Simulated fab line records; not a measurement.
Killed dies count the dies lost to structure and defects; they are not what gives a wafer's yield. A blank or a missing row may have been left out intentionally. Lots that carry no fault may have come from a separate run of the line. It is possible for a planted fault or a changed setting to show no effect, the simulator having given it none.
What tool caused it? ; flow berkeleyCmos170 ; 14 lots, 42 wafers sampled, at 4 steps of a route of 331

== WHAT THE GAUGES READ, wafer by wafer ==
UCB170_FIELD_THK_MEAS_02. Usual: for FIELD_OXIDE_THK the level is 560 nm and the standard deviation is 13.
lot;measured;on;FIELD_OXIDE_THK (nm);flag
L874;day 4 12:56;filmMetro-01;554 546 553;
L876;day 4 17:17;filmMetro-02;546 546 552;
L875;day 4 17:18;filmMetro-04;567 570 569;
L886;day 6 11:17;filmMetro-02;550 558 562;
L885;day 6 11:20;filmMetro-01;558 556 562;
L887;day 6 23:56;filmMetro-01;549 547 553;
L889;day 7 10:48;filmMetro-02;559 558 550;
L891;day 8 04:53;filmMetro-04;553 560 569;
L892;day 8 11:05;filmMetro-01;558 551 565;
L894;day 8 11:05;filmMetro-02;558 542 555;
L893;day 8 11:07;filmMetro-04;581 586 580;
L895;day 9 02:59;filmMetro-04;574 566 563;
L896;day 9 11:13;filmMetro-04;552 556 562;
L897;day 9 11:14;filmMetro-02;554 545 557;

UCB170_V1_BOW_MEAS_03. Usual: for V1_BOW the level is 20 um and the standard deviation is 6.8.
lot;measured;on;V1_BOW (um);flag
L874;day 7 01:54;filmMetro-03;12 13 13;
L876;day 7 06:32;filmMetro-04;20 27 17;
L875;day 7 06:15;filmMetro-03;32 26 24;
L886;day 9 13:09;filmMetro-03;10 27;
L885;day 9 13:23;filmMetro-04;19 17;
L887;day 9 21:02;filmMetro-04;31 12 18;
L889;day 10 03:08;filmMetro-04;12 15 35;
L891;day 10 23:40;filmMetro-04;18 15 18;
L892;day 11 05:14;filmMetro-03;15 12 8;
L894;day 11 05:32;filmMetro-01;21 6 26;
L893;day 11 05:17;filmMetro-04;21 28 26;
L895;day 12 03:32;filmMetro-04;34 21 30;
L896;day 12 11:26;filmMetro-03;22 10 7;
L897;day 12 11:29;filmMetro-04;14 12 13;

UCB170_V2_CD_MEAS_12: target cd 700 nm. Usual: cdNm at 700.2 nm, with a standard deviation of 1.3.
lot;measured;on;cdNm (nm);flag
L874;day 7 09:38;cdSem-01;701.3 700.7 700.8;
L876;day 7 16:10;cdSem-02;702.1 702.1 703.3;
L875;day 7 14:49;cdSem-01;697.9 698.0 697.9;
L886;day 9 20:01;cdSem-01;701.1 700.1;
L885;day 9 20:23;cdSem-02;699.1 699.9;
L887;day 10 03:23;cdSem-02;702.7 702.7 702.1;
L889;day 10 09:40;cdSem-02;701.0 701.4 700.7;
L891;day 11 07:37;cdSem-02;700.2 701.5 700.5;
L892;day 11 11:55;cdSem-02;701.0 701.8 700.7;
L894;day 11 12:47;cdSem-01;699.6 699.5 700.3;
L893;day 11 12:12;cdSem-01;701.4 700.7 701.5;
L895;day 12 10:50;cdSem-01;703.6 703.1 702.6;
L896;day 12 18:42;cdSem-02;699.8 700.0 699.3;
L897;day 12 19:05;cdSem-02;700.5 700.5 701.6;

== EACH LOT AND THE TOOL THAT RAN IT (in order: tool; ch and the chambers of the sampled wafers; start) ==
lot;UCB170_CONTACT_ETCH_18
L874;rieDiel-04 ch 0,1,3, day 6 16:00
L876;rieDiel-04 ch 1,3, day 7 01:00
L875;rieDiel-04 ch 1,3, day 6 23:00
L886;rieDiel-03 ch 0,2, day 9 01:00
L885;rieDiel-03 ch 0,2,3, day 9 01:00
L887;rieDiel-04 ch 0,1,2, day 9 12:00
L889;rieDiel-01 ch 0,3, day 9 20:00
L891;rieDiel-04 ch 0,1,3, day 10 16:00
L892;rieDiel-04 ch 0,1,2, day 10 21:00
L894;rieDiel-04 ch 0,2,3, day 10 23:00
L893;rieDiel-01 ch 0,1,2, day 10 22:00
L895;rieDiel-04 ch 0,3, day 11 20:00
L896;rieDiel-04 ch 1,2, day 12 00:00
L897;rieDiel-01 ch 1,2, day 12 02:00
- UCB170_CONTACT_ETCH_18: etches PSG in CHF3/CF4/Ar, stops on TiSi2, target depth 840 nm, time 195 s.

== AS READ BY THE TOOLS THEMSELVES (means over the sampled wafers that have a number; for cases with no such wafer, the mark the record gives instead) ==
UCB170_CONTACT_ETCH_18. Usual: cf4FlowSccm 14.99 sccm, standard deviation 0.052; drypumpMotorCurrentA 5.7 A, standard deviation 0.5; oesProductAu 0.898 a.u., standard deviation 0.012; runLengthS 223.3 s, standard deviation 0.44; throttleValvePct 6.87 %, standard deviation 0.099.
lot;tool;cf4FlowSccm (sccm);drypumpMotorCurrentA (A);oesProductAu (a.u.);runLengthS (s);throttleValvePct (%);flag
L874;rieDiel-04;15.05;5.8;0.896;223.3;6.92;
L876;rieDiel-04;15.02;5.6;0.894;223.6;6.93;
L875;rieDiel-04;15.01;5.6;0.891;223.4;6.93;
L886;rieDiel-03;15.00;5.7;1.004;193.6;6.72;OFF
L885;rieDiel-03;14.97;6.0;1.012;193.7;6.82;OFF
L887;rieDiel-04;15.00;5.8;0.892;223.7;6.88;
L889;rieDiel-01;14.96;5.7;0.897;223.7;6.79;
L891;rieDiel-04;15.03;5.8;0.893;223.2;6.92;
L892;rieDiel-04;15.01;5.8;0.891;223.4;6.89;
L894;rieDiel-04;14.90;5.6;0.899;223.6;6.87;
L893;rieDiel-01;14.99;5.4;0.906;223.1;6.86;
L895;rieDiel-04;14.98;6.0;0.897;223.3;6.90;
L896;rieDiel-04;14.96;5.4;0.900;223.7;6.87;
L897;rieDiel-01;14.95;5.7;0.909;222.8;6.78;

== THE ANSWER, worked out from the rows above alone ==
Rule: take the mean of a lot's wafers that have a number; if it is more than 3 standard deviations from the usual mean, the lot is off. A lot without any number at a reading at which 4 lots or more have one is off too. The other lots that the step has rows for count as sound. Order of review: gauges by route order, followed by the tools' own readings, for which a lot's mean as printed above is used. The first step at which some lot is off is used, and at that step the reading that is off furthest; a lot without a number counts as furthest.
Off: L886, L885, at UCB170_CONTACT_ETCH_18 (runLengthS).
A tool fits if, at that step or a process step before it, it ran every lot that is off, and no sound lot after the first of them. One fits: rieDiel-03 at UCB170_CONTACT_ETCH_18. It ran no sound lot before its first lot that is off in this sample, so the start can't be narrowed down.
The tool's own readings at UCB170_CONTACT_ETCH_18 bear it out: on the lots that are off they differ by more than 5 times the standard deviation of the sound lots' means. oesProductAu reads 1.008 a.u. there against 0.897 a.u. on the sound lots; runLengthS reads 193.6 s there against 223.4 s on the sound lots.

== WHAT HAD BEEN PUT IN BY THE SIMULATOR ==
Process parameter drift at UCB170_CONTACT_ETCH_18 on rieDiel-03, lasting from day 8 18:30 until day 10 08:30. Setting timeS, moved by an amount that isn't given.
Struck lots among those shown: L886, L885. The rule given above showed the same thing.
